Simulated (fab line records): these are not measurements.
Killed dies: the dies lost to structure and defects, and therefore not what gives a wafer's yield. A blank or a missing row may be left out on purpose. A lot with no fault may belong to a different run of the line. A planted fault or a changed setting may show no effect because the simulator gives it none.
Problem report in the 8D (eight disciplines) form, filled by code :: flow rit cmos :: the parts of the form that need people (team, actions taken, sign-off) are left out

== 1. THE ISSUE ==
SPACER_NITRIDE_THK at RIT_SPACER_THK_MEAS_04 reads a mean of 287.9 nm on 3 wafers of 1 lot; wafers without a fault read 249.9 nm with a standard deviation of 2.2. Relative to the usual mean, that is a shift of +17 standard deviations.
First seen on wafer L190.2, day 5 06:33, on film metro-01. The record has a number at this step for 39 wafers belonging to 13 lots. By rule, "out" or "out of limits" means more than 4 standard deviations away from the usual mean. All remaining wafers that have a number are taken as sound.

== 2. WHAT IT IS; WHAT IT IS NOT ==
question: which readings at this step
is: SPACER_NITRIDE_THK
is not: -

question: which lots
is: L190
is not: L180, L182, L183, L184, L185, L189, L194, L195, L197, L199, L201, L203

question: which wafers of those lots
is: all that have a number
is not: -

question: read on which gauges
is: film metro-01
is not: film metro-03, film metro-04

question: when
is: from day 5 06:33
is not: up to then (18 sound wafers); but 18 sound wafers of L194, L195, L197, L199, L201, L203 came after

== 3. SUSPECTS, AND WHAT RULES EACH OUT ==
Counting: any tool at a process step up to the reading is kept as a suspect provided that every lot that is out went through it and no sound lot did after the first of them.
- the gauge at RIT_SPACER_THK_MEAS_04 is ruled out. All the wafers that are out were read on film metro-01, but those of them that RIT_SPACER_CVD_03 has rows for are out there too, on other tools.
- plasma asher-04 at RIT_NRETRO_STRIP_09 (strips in O2, time 180 s): ruled out as a lasting fault. After its first lot that is out, L190 (day 4 09:41), sound lots L197, L199, L201 ran on it.
- lpcvd-01 at RIT_SPACER_CVD_03 (deposits Si3N4 from SiH2Cl2/NH3, target thk 250 nm, time 3300 s): ruled out as a lasting fault. After its first lot that is out, L190 (day 5 03:40), sound lots L194, L195 ran on it.
Left after counting: nothing in the record.

== 4. THE CAUSE (what the simulator had put in) ==
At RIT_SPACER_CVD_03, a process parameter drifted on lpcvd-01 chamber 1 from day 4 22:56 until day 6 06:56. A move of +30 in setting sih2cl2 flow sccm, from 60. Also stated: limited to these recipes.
The count ruled it out by mistake, since the rule takes a fault to strike every lot its tool runs from the start of the fault on, and this one did not do so.

== 5. THE CHAIN OF EFFECTS, in route order ==
Rows list readings where the struck wafers' mean (over those with a number) sits beyond 3 standard deviations from the usual. Only readings whose record carries a usual standard deviation are examined. hours: median over the lots of the time between each lot's start at the first step of this table that gives one and its start at this step. sigmas: the change, counted in usual standard deviations.
hours: 0
step: RIT_SPACER_CVD_03
reading: sih2cl2 flow sccm
usual: 59.99 sccm
on struck wafers: 89.93
change: +29.94
sigmas: +99 or more

hours: 3
step: RIT_SPACER_THK_MEAS_04
reading: SPACER_NITRIDE_THK
usual: 249.9 nm
on struck wafers: 287.9
change: +38.0
sigmas: +17

hours: 3
step: RIT_SPACER_ETCHBACK_05
reading: oes product au
usual: 0.840 a.u.
on struck wafers: 0.941
change: +0.101
sigmas: +7.8
Here are the process steps it includes:
- RIT_SPACER_CVD_03: deposits Si3N4 from SiH2Cl2/NH3, target thk 250 nm, time 3300 s.
- RIT_SPACER_ETCHBACK_05: etches Si3N4 in SF6/CHF3, stops on SiO2, target depth 250 nm, time 240 s.
Later measuring or inspecting steps at which every struck wafer that the step has a row for has a number for every such reading, and none has moved that far: RIT_PSD_OVL_MEAS_06.

== 6. WHAT WOULD HAVE CAUGHT IT SOONER ==
The first out-of-limits reading at a measuring or inspecting step in this record came at day 5 06:33, 8 hours after the fault's start at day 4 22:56.
At RIT_SPACER_CVD_03, the tool's own readings (sih2cl2 flow sccm) were out on each struck wafer the step has a row for, so an alarm limit on them would have fired on the first such wafer.
